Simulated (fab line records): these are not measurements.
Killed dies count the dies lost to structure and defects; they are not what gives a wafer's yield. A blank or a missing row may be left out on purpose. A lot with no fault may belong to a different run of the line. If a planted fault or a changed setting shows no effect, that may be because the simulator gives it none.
One fault through the eyes of 2 desks :: flow berkeley-cmos170 :: numbers are kept per desk, each desk with only its own; the story behind them comes last

== FROM THE METROLOGY DESK ==
Means of the sampled wafers that have a number, per lot and without regard to the tool the lot ran on: this is what the gauges read. If a lot's mean is further than 4 standard deviations from the usual mean, the lot is out of limits and carries the mark OUT (the distance appears in the brackets).
Columns: A = V2_POLISHED_THK at UCB170_V2_THK_MEAS_04, usual 1000.0 nm; B = cd-nm at UCB170_V2_CD_MEAS_90, usual 699.9 nm
lot: L878
first seen here: day 8 15:37
A: 1000.8
B: 696.8

lot: L882
first seen here: day 9 18:22
A: 998.7
B: 700.5

lot: L883
first seen here: day 9 20:04
A: 1001.0
B: 700.8

lot: L885
first seen here: day 9 21:22
A: 1000.7
B: 699.7

lot: L880
first seen here: day 9 21:35
A: 998.9
B: 702.0

lot: L886
first seen here: day 10 07:14
A: 1000.0
B: 701.6

lot: L888
first seen here: day 10 21:13
A: 1001.8
B: 699.7

lot: L889
first seen here: day 11 05:43
A: 1000.4
B: 700.9

lot: L892
first seen here: day 11 09:42
A: 1001.0
B: 700.8

lot: L894
first seen here: day 11 21:08
A: 999.4
B: 698.3

lot: L899
first seen here: day 12 10:26
A: 1001.3
B: 702.2

lot: L896
first seen here: day 12 15:33
A: 1000.1
B: 698.4

lot: L897
first seen here: day 13 12:12
A: 998.8
B: 700.3
Finding of this desk: none of the 13 lots has anything out of limits.

== THE TOOL OWNER'S DESK: rie-diel-01 ==
The tool's own readings at UCB170_SPACER_ETCHBACK_03 (etches SiO2 in CHF3/CF4/Ar, stops on Si, target depth 376 nm, time 100 s): means of the sampled wafers that have a number, for each lot that ran on this tool. If a lot's mean is further than 4 standard deviations from the usual mean, the lot is out of limits and carries the mark OUT (the distance appears in the brackets).
Columns: A = chamber-pressure-mTorr at UCB170_SPACER_ETCHBACK_03, usual 199.99 mTorr; B = drypump-motor-current-A at UCB170_SPACER_ETCHBACK_03, usual 5.7 A; C = oes-product-au at UCB170_SPACER_ETCHBACK_03, usual 0.901 a.u.; D = throttle-valve-pct at UCB170_SPACER_ETCHBACK_03, usual 6.52 %
lot: L882
first seen here: day 8 20:10
A: 200.11
B: 5.3
C: 0.889
D: 6.32

lot: L885
first seen here: day 8 20:14
A: 199.92
B: 5.1
C: 0.894
D: 6.45

lot: L888
first seen here: day 9 22:50
A: 199.81
B: 5.8
C: 0.889
D: 6.42

lot: L894
first seen here: day 10 22:01
A: 200.08
B: 6.0
C: 0.877
D: 6.52
Finding of this desk: none of the 4 lots has anything out of limits.

== BROUGHT TOGETHER ==
At the metrology desk, nothing out of limits was observed.
The desk of the tool owner found nothing out of limits.

== WHAT HAD BEEN PUT IN BY THE SIMULATOR ==
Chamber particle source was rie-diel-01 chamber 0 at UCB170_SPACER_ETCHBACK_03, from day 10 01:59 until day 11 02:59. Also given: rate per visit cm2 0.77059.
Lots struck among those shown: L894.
